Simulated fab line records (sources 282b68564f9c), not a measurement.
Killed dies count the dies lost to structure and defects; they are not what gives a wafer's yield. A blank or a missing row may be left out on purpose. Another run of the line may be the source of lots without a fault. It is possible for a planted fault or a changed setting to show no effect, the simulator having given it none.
Struck lot and sound lot, side by side | flow rit_cmos | 19 out of 202 route steps
Sound: these wafers, L480.2, L480.4, L480.5. Wafers L490.1, L490.4, L490.5 were the ones struck. The cause comes at the end.
At each step with rows: each side's tool, then ch and its chambers, then its first start. Under that, the readings that differ: sound wafers | struck wafers | difference of the means | sigmas: that difference in standard deviations of wafers without a fault.
alike: same words and numbers on both sides, and readings whose means sit less than 2 such deviations apart. not compared: any withheld reading, any reading some wafer has no value for, any bound like >300 that may hide the same value, and any number with overlapping values for which the record gives no deviation.
The two part at a step that has a row with sigmas, a row that says differs or no value, or rows on one side only. Numbers that have no deviation but don't overlap get no sigmas and don't part them. Lack of a reading on every wafer of one side parts them only where that side has two or more wafers.

first, 3 steps without rows for these wafers: RIT_GATE_CLEAN_02 (cleans in dHF, time 30 s); RIT_GATE_CLEAN_03 (cleans in SC2, time 600 s); RIT_GATE_CLEAN_04 (cleans in dHF, time 60 s).
RIT_FOX2_THK_MEAS_91:
  sound on film_metro-01 at day 4 19:39; struck on film_metro-01 at day 7 01:40
  reading                     | sound       | struck      | difference | sigmas
  FIELD_OXIDE_LEFT_2_THK (nm) | 252 247 250 | 261 267 261 | +13        | +2
then, 2 steps without rows for these wafers: RIT_GATE_OXIDATION_05 (target thk 3 nm, ox time 270 s); RIT_GATE_ANNEAL_06 (time 600 s).
RIT_GATE_THK_MEAS_07:
  sound on film_metro-03 at day 4 21:02; struck on film_metro-03 at day 7 04:48
  alike: GATE_OXIDE_THK
then, 1 step without rows for these wafers: RIT_GATE_CVD_08 (deposits poly-Si from SiH4, target thk 250 nm, time 2220 s).
RIT_GATE_THK_MEAS_09:
  sound on film_metro-01 at day 4 22:43; struck on film_metro-04 at day 7 06:29
  alike: GATE_POLY_THK
then, 3 steps without rows for these wafers: RIT_GATE_HMDS_10 (prime time 60 s); RIT_GATE_COAT_11 (resist thk 850 nm); RIT_GATE_SOFTBAKE_12 (time 60 s).
RIT_GATE_EXPOSE_13: exposes mask M6, target cd 150 nm.
  sound on iline_stepper-01 ch 0, day 4 23:18; struck on iline_stepper-01 ch 0, day 7 06:59
  reading                      | sound                | struck            | difference | sigmas
  model.GATE.overlay_x_nm (nm) | 0.2616 0.2616 0.2616 | 129.6 129.6 129.6 | +129.3     |
  alike: mask, exposure_dose_mJ_cm2
then, 2 steps without rows for these wafers: RIT_GATE_PEB_14; RIT_GATE_DEVELOP_15 (develop time 50 s).
RIT_GATE_CD_MEAS_16: target cd 150 nm.
  sound on cd_sem-02 at day 4 23:42; struck on cd_sem-02 at day 7 07:23
  alike: cd_nm
RIT_GATE_OVL_MEAS_17:
  sound on overlay-01 at day 4 23:49; struck on overlay-01 at day 7 07:31
  reading       | sound        | struck            | difference | sigmas
  GATE_OVL (nm) | 0.6 1.8 -0.5 | 125.9 129.4 129.1 | +127.5     | +99 or more
then, 1 step without rows for these wafers: RIT_GATE_HARDBAKE_18 (time 60 s).
RIT_M1_PROBE_99:
  sound on prober-02 at day 5 19:53; struck on prober-02 at day 8 05:01
  reading                                                 | sound                | struck               | difference | sigmas
  model.etest.nldd.width_nm (nm)                          | 3222 3221 3199       | 3126 3147 3126       | -81        |
  model.etest.pldd.width_nm (nm)                          | 3215 3212 3232       | 3152 3150 3132       | -75        |
  model.etest.select_edge_diode_n.leak_log10_a (angstrom) | -9.849 -9.849 -9.793 | -8.045 -7.935 -7.848 | +1.888     |
  model.etest.select_edge_diode_p.leak_log10_a (angstrom) | -10.3 -10.32 -10.44  | -8.577 -8.559 -8.607 | +1.772     |
  model.etest.gate_end_array.leak_log10_a_um              | -13.13 -13.1 -12.9   | -12.02 -12.15 -12.27 | +0.90      |
  alike: killed_at_front_end, killed_dies, killed_on_rim, killed_open, killed_short

## WHERE THEY PART
At RIT_FOX2_THK_MEAS_91 first; at RIT_GATE_OVL_MEAS_17 last (within this record only). Later steps at which nothing parts them and some readings are alike: RIT_M1_PROBE_99.

WHY: what had been put in by the simulator
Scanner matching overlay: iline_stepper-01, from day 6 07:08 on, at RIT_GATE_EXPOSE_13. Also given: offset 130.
